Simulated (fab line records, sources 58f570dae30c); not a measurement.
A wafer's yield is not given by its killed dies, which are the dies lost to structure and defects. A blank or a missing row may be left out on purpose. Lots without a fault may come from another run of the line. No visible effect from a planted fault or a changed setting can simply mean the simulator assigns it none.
fab line records    flow berkeleyCmos170
[record] lots = 12  wafers = 36  lastDay = 12
route steps=331 shown ZERO@13 PFIELD@85 CONTACT@218 V2@306
lots with no fault: from the same line, run without faults
startH: hours from the record's opening day to when the first of the lot's shown wafers began    waitH: hours elapsed since this lot's preceding step    " identical to the entry in the row above    L1.1+2: a single row standing in for several wafers    - no value, or no start given    * or withheld: withheld    < > ~ a bound
route shown NAME@n: names a module that has steps shown in the file, with the first one's number in the route    usual: mean/standard deviation of fault-free wafers    same: alike in all rows    chamber/n: place in a boat    sites: each site's reading    _std_site: standard deviation across them    _edge_site: outer sites' mean less inner sites'    radiusMm: how far each site lies from the wafer's centre    mask NAME#n: copy n    behind: the tool/chamber that last shaped the wafer    hold: why the lot went on hold/how many hours it stayed there/how the hold came to an end    device: whichever transistor did not switch (one of n, p or np)    end of line: tests of these same wafers at the route's end    step lacking rows: just its recipe    killed: count of dies lost to structure and defects at first sort (not the wafer's yield)    map: a wafer's dies, marking killed ones x, the rest . and places with no die _
set.NAME: the setting that was run; set.NAME@STEP: the one run at that earlier step    model.NAME: the simulator's own value behind a step, which no gauge read
route steps across a sampled set of lots; one table per step, one row per wafer
services: when a tool's chamber went out of use (startH, in hours from the record's first day, below 0 if earlier), for how many hours, and the reason
[[steps]]
[step UCB170_ZERO_STRIP_07]
[recipe] chemistry = O2  powerW = 400  pressureMtorr = 3500  platenTempC = withheld  o2FlowSccm = 400  overashFraction = 0.5
[usual] drypumpMotorCurrentA = 5.8/0.52  oesProductAu = 0.727/0.0046  stripTimeToEndpointS = 21.45/0.058
lot.wafer  tool            chamber  startH  waitH  drypumpMotorCurrentA  oesProductAu  rfHoursCounterH  stripTimeToEndpointS
L432.1     plasmaAsher-03  0        22.36   0.0    5.6                   0.723         30               21.43
L432.4     "               1        "       "      5.9                   0.725         -                21.51
L432.6     "               1        "       "      5.9                   0.723         -                21.50
L433.2     plasmaAsher-01  0        27.95   0.0    6.6                   0.731         30               21.36
L433.3     "               0        "       "      6.6                   0.733         -                21.35
L433.4     "               1        "       "      5.6                   0.730         -                21.37
L434.1     plasmaAsher-03  1        32.29   0.0    5.9                   0.723         31               21.41
L434.2     "               0        "       "      5.6                   0.733         31               21.48
L434.3     "               0        "       "      5.6                   0.735         -                21.37
L435.1     plasmaAsher-03  0        37.83   0.0    5.7                   0.726         31               21.48
L435.2     "               1        "       "      5.8                   0.730         31               21.48
L435.6     "               0        "       "      5.6                   0.732         -                21.50
L436.1     plasmaAsher-03  0        42.93   0.0    5.6                   0.733         31               21.46
L436.3     "               0        "       "      5.6                   0.720         -                21.47
L436.4     "               1        "       "      5.8                   0.725         -                21.48
L445.2     plasmaAsher-01  1        84.18   0.0    5.5                   0.728         34               21.46
L445.5     "               0        "       "      6.7                   0.720         -                21.39
L445.6     "               1        "       "      5.5                   0.729         -                21.47
L446.3     plasmaAsher-02  0        90.01   0.0    6.4                   0.725         -                21.39
L446.4     "               1        "       "      4.7                   0.726         -                21.45
L446.5     "               0        "       "      6.4                   0.725         -                21.39
L449.2     plasmaAsher-01  0        106.64  0.0    6.7                   0.724         36               21.38
L449.3     "               0        "       "      6.6                   0.724         -                21.41
L449.5     "               0        "       "      6.7                   0.725         -                21.42
L448.1     plasmaAsher-01  0        106.92  0.0    6.7                   0.733         36               21.46
L448.5     "               1        "       "      5.5                   0.733         -                21.47
L448.6     "               0        "       "      6.6                   0.723         -                21.43
L450.1     plasmaAsher-03  0        114.05  0.0    5.7                   0.734         38               21.54
L450.2     "               1        "       "      5.8                   0.725         38               21.52
L450.4     "               0        "       "      5.7                   0.716         -                21.51
L452.1     plasmaAsher-02  0        121.40  0.0    6.4                   0.729         39               21.46
L452.3     "               0        "       "      6.4                   0.727         -                21.45
L452.5     "               0        "       "      6.4                   0.729         -                21.49
L455.1     plasmaAsher-01  0        140.15  0.0    6.7                   0.718         2                21.50
L455.4     "               0        "       "      6.6                   0.730         -                21.50
L455.5     "               1        "       "      5.5                   0.726         -                21.47
[step UCB170_PFIELD_OVL_MEAS_06]
[usual] PFIELD_OVL = -2/5.4
lot.wafer  tool        chamber  startH  waitH  PFIELD_OVL[nm]
L433.2     overlay-02  -        97.39   -      0
L433.3     "           -        "       "      1
L433.4     "           -        "       "      8
L432.1     overlay-01  -        97.63   -      0
L432.4     "           -        "       "      8
L432.6     "           -        "       "      5
L436.1     overlay-01  -        113.30  -      -8
L436.3     "           -        "       "      -17
L436.4     "           -        "       "      -7
L435.1     overlay-02  -        113.97  -      1
L435.2     "           -        "       "      1
L435.6     "           -        "       "      -3
L434.1     overlay-01  -        114.24  -      -2
L434.2     "           -        "       "      -7
L434.3     "           -        "       "      -4
L445.2     overlay-02  -        161.36  -      1
L445.5     "           -        "       "      -2
L445.6     "           -        "       "      -6
L446.3     overlay-02  -        166.28  -      1
L446.4     "           -        "       "      6
L446.5     "           -        "       "      4
L449.2     overlay-02  -        177.59  -      -7
L449.3     "           -        "       "      -15
L449.5     "           -        "       "      -8
L448.1     overlay-02  -        177.86  -      -9
L448.5     "           -        "       "      -12
L448.6     "           -        "       "      -18
L450.1     overlay-01  -        178.07  -      -4
L450.2     "           -        "       "      2
L450.4     "           -        "       "      -2
L452.1     overlay-01  -        195.67  -      -3
L452.3     "           -        "       "      4
L452.5     "           -        "       "      -2
L455.1     overlay-02  -        206.20  -      -7
L455.4     "           -        "       "      -5
L455.5     "           -        "       "      -5
[step UCB170_CONTACT_THK_MEAS_02]
[recipe] reads = PSG_of_CONTACT_CVD_01
[usual] CONTACT_PSG_THK = 701/7.6
lot.wafer  tool          chamber  startH  waitH  CONTACT_PSG_THK[nm]
L432.1     filmMetro-02  -        175.54  0.0    702
L432.4     "             -        "       "      697
L432.6     "             -        "       "      695
L433.2     filmMetro-01  -        177.75  0.0    702
L433.3     "             -        "       "      701
L433.4     "             -        "       "      700
L436.1     filmMetro-04  -        187.76  0.0    702
L436.3     "             -        "       "      700
L436.4     "             -        "       "      701
L434.1     filmMetro-01  -        189.54  0.0    685
L434.2     "             -        "       "      693
L434.3     "             -        "       "      697
L435.1     filmMetro-04  -        189.54  0.0    705
L435.2     "             -        "       "      704
L435.6     "             -        "       "      703
L445.2     filmMetro-04  -        228.43  0.1    699
L445.5     "             -        "       "      700
L445.6     "             -        "       "      696
L446.3     filmMetro-04  -        235.90  0.0    702
L446.4     "             -        "       "      696
L446.5     "             -        "       "      693
L450.1     filmMetro-04  -        244.00  0.0    694
L450.2     "             -        "       "      695
L450.4     "             -        "       "      695
L448.1     filmMetro-04  -        244.06  0.1    695
L448.5     "             -        "       "      704
L448.6     "             -        "       "      699
L449.2     filmMetro-02  -        244.07  0.1    704
L449.3     "             -        "       "      708
L449.5     "             -        "       "      707
L452.1     filmMetro-04  -        260.97  0.0    720
L452.3     "             -        "       "      718
L452.5     "             -        "       "      714
L455.1     filmMetro-04  -        274.92  0.0    704
L455.4     "             -        "       "      698
L455.5     "             -        "       "      698
[step UCB170_V2_ETCH_14]
[recipe] chemistry = CHF3/CF4/Ar  target = SiO2  stopOn = Al  CHF3_flow_sccm = 45  cf4FlowSccm = 15  Ar_flow_sccm = 150  pressureMtorr = 200  rfW = 700  targetDepthA = 12500  overEtchFrac = 0.25  timeS = 291
[usual] drypumpMotorCurrentA = 5.6/0.35  oesProductAu = 0.873/0.013  rfFwdPowerW = 698.4/1.9  throttleValvePct = 7.01/0.13
lot.wafer  tool        chamber  startH  waitH  drypumpMotorCurrentA  oesProductAu  rfFwdPowerW  rfHoursCounterH  throttleValvePct
L432.1     rieDiel-03  2        194.83  0.0    4.8                   0.863         697.3        89               7.16
L432.4     "           1        "       "      5.7                   0.875         700.6        12               7.09
L432.6     "           3        "       "      6.2                   0.883         699.3        -                7.14
L433.2     rieDiel-01  2        197.47  0.0    5.5                   0.848         695.5        8                6.91
L433.3     "           3        "       "      5.5                   0.888         696.2        89               7.23
L433.4     "           1        "       "      5.3                   0.883         694.6        111              6.86
L434.1     rieDiel-03  0        209.54  0.0    5.5                   0.869         978.0        4                6.90
L434.2     "           2        "       "      4.8                   0.862         697.6        90               7.16
L434.3     "           3        "       "      6.2                   0.890         700.0        23               7.16
L436.1     rieDiel-04  3        209.81  0.0    6.0                   0.887         698.8        110              7.03
L436.3     "           0        "       "      5.7                   0.860         698.2        17               6.88
L436.4     "           1        "       "      5.6                   0.864         699.7        7                6.88
L435.1     rieDiel-03  3        210.09  0.0    6.2                   0.885         699.3        23               7.13
L435.2     "           0        "       "      5.5                   0.869         978.2        4                6.91
L435.6     "           3        "       "      6.2                   0.893         700.4        -                7.13
L445.2     rieDiel-04  1        250.79  0.0    5.6                   0.867         698.4        10               6.88
L445.5     "           0        "       "      5.7                   0.856         695.4        -                6.88
L445.6     "           3        "       "      6.0                   0.883         698.9        -                7.04
L446.3     rieDiel-04  1        256.23  0.0    5.7                   0.868         697.6        10               6.88
L446.4     "           0        "       "      5.7                   0.861         699.1        20               6.89
L446.5     "           0        "       "      5.6                   0.861         698.3        -                6.89
L450.1     rieDiel-01  1        265.86  0.0    5.3                   0.888         697.8        114              6.86
L450.2     "           2        "       "      5.5                   0.847         701.4        12               6.88
L450.4     "           1        "       "      5.3                   0.896         699.5        -                6.85
L449.2     rieDiel-04  1        266.40  0.0    5.6                   0.864         696.4        11               6.90
L449.3     "           2        "       "      5.6                   0.881         700.7        2                7.01
L449.5     "           2        "       "      5.5                   0.880         701.3        -                7.02
L448.1     rieDiel-01  2        267.59  0.0    5.5                   0.858         698.9        12               6.87
L448.5     "           1        "       "      5.3                   0.883         699.0        -                6.85
L448.6     "           2        "       "      5.5                   0.853         697.9        -                6.89
L452.1     rieDiel-01  3        283.98  0.0    5.5                   0.887         700.6        93               7.23
L452.3     "           2        "       "      5.5                   0.846         697.9        13               6.89
L452.5     "           2        "       "      5.5                   0.845         702.0        -                6.89
L455.1     rieDiel-04  3        293.64  0.0    6.0                   0.889         700.0        114              7.03
L455.4     "           2        "       "      5.5                   0.889         697.4        3                7.02
L455.5     "           3        "       "      6.0                   0.888         696.6        -                7.04
[step UCB170_V2_STRIP_15]
[recipe] chemistry = O2  powerW = 400  pressureMtorr = 3500  platenTempC = withheld  o2FlowSccm = 400  overashFraction = 0.5
[usual] drypumpMotorCurrentA = 5.7/0.58  oesProductAu = 0.722/0.0042  stripTimeToEndpointS = 15.35/0.11
lot.wafer  tool            chamber  startH  waitH  drypumpMotorCurrentA  oesProductAu  rfHoursCounterH  stripTimeToEndpointS
L432.1     plasmaAsher-01  1        195.00  0.1    5.5                   0.717         8                15.35
L432.4     "               0        "       "      6.7                   0.716         -                15.40
L432.6     "               1        "       "      5.5                   0.720         -                15.35
L433.2     plasmaAsher-01  1        197.65  0.1    5.5                   0.721         8                15.40
L433.3     "               0        "       "      6.7                   0.728         -                15.34
L433.4     "               1        "       "      5.5                   0.716         -                15.35
L434.1     plasmaAsher-01  0        209.72  0.1    6.7                   0.729         10               14.26
L434.2     "               1        "       "      5.5                   0.718         10               15.47
L434.3     "               0        "       "      6.7                   0.722         -                15.40
L436.1     plasmaAsher-04  0        209.99  0.1    5.4                   0.725         43               15.43
L436.3     "               1        "       "      5.5                   0.726         -                15.28
L436.4     "               0        "       "      5.4                   0.718         -                15.17
L435.1     plasmaAsher-02  0        210.27  0.1    6.4                   0.721         48               15.47
L435.2     "               1        "       "      4.8                   0.717         48               14.38
L435.6     "               0        "       "      6.4                   0.719         -                15.39
L445.2     plasmaAsher-02  1        250.97  0.1    4.8                   0.721         53               15.04
L445.5     "               0        "       "      6.5                   0.733         -                15.23
L445.6     "               1        "       "      4.8                   0.718         -                15.24
L446.3     plasmaAsher-04  1        256.44  0.1    5.5                   0.724         -                15.31
L446.4     "               0        "       "      5.5                   0.718         -                15.46
L446.5     "               0        "       "      5.5                   0.718         -                15.53
L450.1     plasmaAsher-04  0        266.13  0.2    5.5                   0.719         50               15.24
L450.2     "               1        "       "      5.5                   0.725         50               15.37
L450.4     "               0        "       "      5.5                   0.728         -                15.23
L449.2     plasmaAsher-01  1        266.57  0.1    5.5                   0.726         16               15.12
L449.3     "               0        "       "      6.7                   0.722         -                15.24
L449.5     "               0        "       "      6.7                   0.719         -                15.23
L448.1     plasmaAsher-04  1        267.85  0.2    5.5                   0.718         50               15.46
L448.5     "               1        "       "      5.5                   0.726         -                15.36
L448.6     "               0        "       "      5.5                   0.722         -                15.44
L452.1     plasmaAsher-04  1        284.16  0.1    5.5                   0.727         52               15.35
L452.3     "               0        "       "      5.5                   0.720         -                15.50
L452.5     "               0        "       "      5.5                   0.724         -                15.50
L455.1     plasmaAsher-02  0        293.82  0.1    6.4                   0.721         59               15.49
L455.4     "               0        "       "      6.4                   0.725         -                15.33
L455.5     "               0        "       "      6.4                   0.728         -                15.40
[step UCB170_V2_CD_MEAS_90]
[recipe] targetCdNm = 700
[usual] cdNm = 700.6/1.6
lot.wafer  tool      chamber  startH  waitH  cdNm
L432.1     cdSem-01  -        195.10  0.1    697.3
L432.4     "         -        "       "      696.6
L432.6     "         -        "       "      699.2
L433.2     cdSem-01  -        197.77  0.1    700.4
L433.3     "         -        "       "      700.2
L433.4     "         -        "       "      698.7
L434.1     cdSem-01  -        209.82  0.1    705.4
L434.2     "         -        "       "      700.6
L434.3     "         -        "       "      702.8
L436.1     cdSem-01  -        210.09  0.1    698.4
L436.3     "         -        "       "      696.5
L436.4     "         -        "       "      697.3
L435.1     cdSem-01  -        210.37  0.1    701.3
L435.2     "         -        "       "      706.3
L435.6     "         -        "       "      702.3
L445.2     cdSem-01  -        251.09  0.1    703.2
L445.5     "         -        "       "      700.6
L445.6     "         -        "       "      701.7
L446.3     cdSem-02  -        256.55  0.1    702.3
L446.4     "         -        "       "      700.4
L446.5     "         -        "       "      700.4
L450.1     cdSem-02  -        266.23  0.1    700.0
L450.2     "         -        "       "      697.9
L450.4     "         -        "       "      699.7
L449.2     cdSem-02  -        266.69  0.1    703.1
L449.3     "         -        "       "      701.3
L449.5     "         -        "       "      702.0
L448.1     cdSem-02  -        267.95  0.1    701.1
L448.5     "         -        "       "      703.1
L448.6     "         -        "       "      699.9
L452.1     cdSem-02  -        284.26  0.1    701.5
L452.3     "         -        "       "      700.4
L452.5     "         -        "       "      700.7
L455.1     cdSem-01  -        293.92  0.1    701.4
L455.4     "         -        "       "      701.5
L455.5     "         -        "       "      700.2
[[services]]
tool            chamber  startH  hours  kind
rieDiel-01      -        -0.42   1.4    repair
rieDiel-01      -        0.29    0.1    repair
plasmaAsher-03  -        7.90    1.4    repair
rieDiel-03      3        12.69   4.1    repair
plasmaAsher-01  -        18.06   2.8    pm
rieDiel-01      1        47.88   4.1    repair
rieDiel-03      2        54.82   9.1    repair
plasmaAsher-01  -        93.11   0.8    repair
plasmaAsher-02  -        101.56  2.9    repair
rieDiel-01      0        103.20  4.0    repair
plasmaAsher-01  -        108.75  9.0    pm
plasmaAsher-01  0        108.75  9.0    ventCycle
plasmaAsher-02  -        113.67  7.6    repair
rieDiel-04      0        123.50  5.6    repair
rieDiel-03      0        127.58  4.5    repair
plasmaAsher-02  -        131.17  6.4    repair
rieDiel-03      2        134.31  7.5    repair
plasmaAsher-01  -        168.37  2.7    repair
rieDiel-01      3        178.86  1.9    repair
plasmaAsher-04  -        194.13  2.8    pm
rieDiel-01      -        207.72  4.3    pm
rieDiel-01      0        254.42  3.4    repair
rieDiel-01      3        256.81  11.3   repair
plasmaAsher-03  -        280.56  2.8    pm
[[key]]
[firstSign] step = UCB170_V2_ETCH_14  reading = rfFwdPowerW  direction = up  sigmas = 99+  usual = 698.4  struck = 978.1
[effect] step = UCB170_V2_STRIP_15  reading = stripTimeToEndpointS  direction = down  sigmas = 9.4  usual = *  struck = *
[effect] step = UCB170_V2_CD_MEAS_90  reading = cdNm  direction = up  sigmas = 3.2  usual = 700.6  struck = 705.9
metAt UCB170_V2_ETCH_14
struckLots L434,L435
struckWafers L434.1,L435.2
notActingAt UCB170_ZERO_STRIP_07,UCB170_PFIELD_OVL_MEAS_06,UCB170_CONTACT_THK_MEAS_02
[fault] kind = processParameterDrift  tool = rieDiel-03  chamber = 0  onsetH = 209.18  steps = UCB170_V2_ETCH_14  channel = rfW  offset = 280  shape = step  endH = 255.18  actsIn = theseRecipesOnly  stated = 700
